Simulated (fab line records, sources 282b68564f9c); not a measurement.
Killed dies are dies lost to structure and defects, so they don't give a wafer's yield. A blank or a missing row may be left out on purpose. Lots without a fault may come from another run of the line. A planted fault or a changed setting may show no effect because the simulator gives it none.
Split-lot experiment | flow rit_cmos | 5 lots, 23 wafers read, on a route of 202 steps

THE SPLIT
At RIT_PWELL_IMPLANT_08, the setting energy_kev was moved away from the recipe's 170 on 8 of the 23 wafers read, by -4.8% to +4.7%. The other wafers ran this setting at the recipe's value.

The reading is taken at the split's own step.

THE READING
implant.drp_nm (the simulator's own value, which no gauge read), in nm, at RIT_PWELL_IMPLANT_08. The file gives no usual value for it.

wafer  | tool, chamber at the split | energy_kev as run | against the recipe | implant.drp_nm, nm | against lot-mates on the recipe
L078.1 | implanter-01, 0            | 170               | recipe             | 102.9              | -
L078.5 | implanter-01, 0            | 170               | recipe             | 102.9              | -
L078.6 | implanter-01, 0            | 170               | recipe             | 102.9              | -
L078.2 | implanter-01, 0            | 161.9             | -4.8%              | 101.1              | -1.8
L078.3 | implanter-01, 0            | 161.9             | -4.8%              | 101.1              | -1.8
L079.1 | implanter-01, 0            | 170               | recipe             | 102.9              | -
L079.3 | implanter-01, 0            | 170               | recipe             | 102.9              | -
L079.2 | implanter-01, 0            | 178               | +4.7%              | 104.1              | +1.2
L079.5 | implanter-01, 0            | 178               | +4.7%              | 104.1              | +1.2
L079.6 | implanter-01, 0            | 178               | +4.7%              | 104.1              | +1.2
L080.2 | implanter-04, 0            | 170               | recipe             | 102.9              | -
L080.4 | implanter-04, 0            | 170               | recipe             | 102.9              | -
L080.6 | implanter-04, 0            | 170               | recipe             | 102.9              | -
L081.2 | implanter-03, 0            | 170               | recipe             | 102.9              | -
L081.3 | implanter-03, 0            | 170               | recipe             | 102.9              | -
L081.4 | implanter-03, 0            | 170               | recipe             | 102.9              | -
L081.5 | implanter-03, 0            | 170               | recipe             | 102.9              | -
L081.6 | implanter-03, 0            | 170               | recipe             | 102.9              | -
L085.1 | implanter-03, 0            | 174.7             | +2.8%              | 103.6              | +0.7
L085.3 | implanter-03, 0            | 174.7             | +2.8%              | 103.6              | +0.7
L085.5 | implanter-03, 0            | 174.7             | +2.8%              | 103.6              | +0.7
L085.2 | implanter-03, 0            | 170               | recipe             | 102.9              | -
L085.4 | implanter-03, 0            | 170               | recipe             | 102.9              | -

THE FIT
A straight line over all 23 wafers: implant.drp_nm changes by +0.304 nm for each +1% of energy_kev; r = +0.99; the points scatter about the line by 0.12 nm.
The same after taking each lot's own level away (the mean of its wafers on the recipe; 23 wafers): +0.304 nm for each +1%; r = +0.99; scatter 0.12 nm.
On that fit, the largest move of energy_kev shifts the reading by 1.4 nm.
The lots' own levels span 102.90 to 102.90 nm.
So the lot-to-lot level changes the slope little: the two slopes agree.
Check: with one of the wafers moved furthest among these (-4.8%) left out of the fit, the line predicts -1.43 nm for it against its lot-mates. It came out at -1.8 nm against them.

OTHER SPLITS ON THESE WAFERS
These wafers also went through other splits before the reading. Each is held against what the fit with the lots' levels taken away leaves over:
other split on the same wafers | wafers away from the commonest value | r with implant.drp_nm (lot level and that fit taken away)
RIT_ACTIVE_OXIDATION_01 temp_c | 5                                    | +0.26
RIT_ACTIVE_SOFTBAKE_07 temp_c  | 10                                   | +0.09
RIT_PWELL_COAT_01 spin_rpm     | 6                                    | +0.05

THE WHOLE CHAIN: every reading that the file lists as answering this split, in the file's order
step                 | what it does | reading                                                         | change (the file's fit)               | r (the file's)
RIT_PWELL_IMPLANT_08 |              | implant.rp_nm (the simulator's own value, which no gauge read)  | +3.68 nm for each +1% of the setting  | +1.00
RIT_PWELL_IMPLANT_08 |              | implant.drp_nm (the simulator's own value, which no gauge read) | +0.316 nm for each +1% of the setting | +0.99

THE FILE'S OWN FIT
implant.drp_nm changes by +0.316 nm for each +1% of energy_kev, r = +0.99.
